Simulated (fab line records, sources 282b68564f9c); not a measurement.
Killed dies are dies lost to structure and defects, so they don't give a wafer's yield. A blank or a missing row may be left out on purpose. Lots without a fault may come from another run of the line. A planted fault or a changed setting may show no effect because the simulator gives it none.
Which tool did it? | flow rit_cmos | 14 lots, 42 wafers sampled, at 2 steps of a route of 202

WHAT THE GAUGES READ, wafer by wafer
The record holds no reading of a measuring or inspecting step that can be judged against a usual standard deviation.

WHICH TOOL RAN EACH LOT (tool, then ch and the chambers of the sampled wafers, then the start)
lot  | RIT_GATE_DEVELOP_15              | RIT_M1_PROBE_99
L170 | litho_track-04 ch 0, day 2 21:00 | -
L171 | litho_track-02 ch 0, day 3 00:00 | -
L173 | litho_track-04 ch 0, day 3 15:00 | -
L174 | litho_track-02 ch 0, day 3 20:00 | -
L177 | litho_track-02 ch 0, day 4 10:00 | -
L181 | litho_track-02 ch 0, day 5 04:00 | -
L183 | litho_track-03 ch 0, day 5 11:00 | -
L184 | litho_track-02 ch 0, day 5 20:00 | -
L185 | litho_track-03 ch 0, day 6 00:00 | -
L188 | litho_track-04 ch 0, day 6 14:00 | -
L189 | litho_track-03 ch 0, day 6 21:00 | prober-01, day 7 18:59
L190 | litho_track-02 ch 0, day 7 02:00 | prober-02, day 8 00:25
L191 | litho_track-03 ch 0, day 7 10:00 | prober-01, day 8 07:22
L192 | litho_track-04 ch 0, day 7 12:00 | -
- RIT_GATE_DEVELOP_15: develop time 50 s.
- RIT_M1_PROBE_99

WHAT THE TOOLS THEMSELVES READ (means of the sampled wafers that have a number; where no wafer has one, the mark that the record gives instead)
RIT_GATE_DEVELOP_15.
lot  | tool           | chill_plate_temp_C (C)
L170 | litho_track-04 | 23.02
L171 | litho_track-02 | 23.14
L173 | litho_track-04 | 23.03
L174 | litho_track-02 | 23.05
L177 | litho_track-02 | 22.98
L181 | litho_track-02 | 23.06
L183 | litho_track-03 | 23.00
L184 | litho_track-02 | 22.81
L185 | litho_track-03 | 22.89
L188 | litho_track-04 | 22.93
L189 | litho_track-03 | 23.00
L190 | litho_track-02 | 23.14
L191 | litho_track-03 | 22.89
L192 | litho_track-04 | 22.82

RIT_M1_PROBE_99.
lot  | tool      | killed_at_contacts | killed_at_front_end | killed_dies | killed_on_rim | killed_open | killed_short
L189 | prober-01 | 0.0                | 261                 | 261         | 68.0          | 3.0         | 4.0
L190 | prober-02 | 0.0                | 12                  | 12          | 2.7           | 5.7         | 6.0
L191 | prober-01 | 0.0                | 262                 | 262         | 68.7          | 0.7         | 3.7

THE ANSWER, worked out from the rows above alone
Rule: what is usual is taken from the lots themselves. Put in order of their means at a reading, lots are off if they are a third of the lots or fewer, leave a main group of 4 or more, and stand apart from it by a gap of 3 or more times the standard deviation of the main group's means; of several such gaps the widest counts. A main group whose means are all the same, to the digits that the tables above print for the reading, isn't used. A lot without any number at a reading at which 4 lots or more have one is off too. The other lots that the step has rows for count as sound. The gauges are gone through in route order, then the tools' own readings, and for those a lot's mean is taken as printed above. The first step at which some lot is off is used, and at that step the reading that is off furthest; a lot without a number counts as furthest.
No lot is off at any reading shown: from this, nothing can be told.

WHAT THE SIMULATOR HAD PUT IN
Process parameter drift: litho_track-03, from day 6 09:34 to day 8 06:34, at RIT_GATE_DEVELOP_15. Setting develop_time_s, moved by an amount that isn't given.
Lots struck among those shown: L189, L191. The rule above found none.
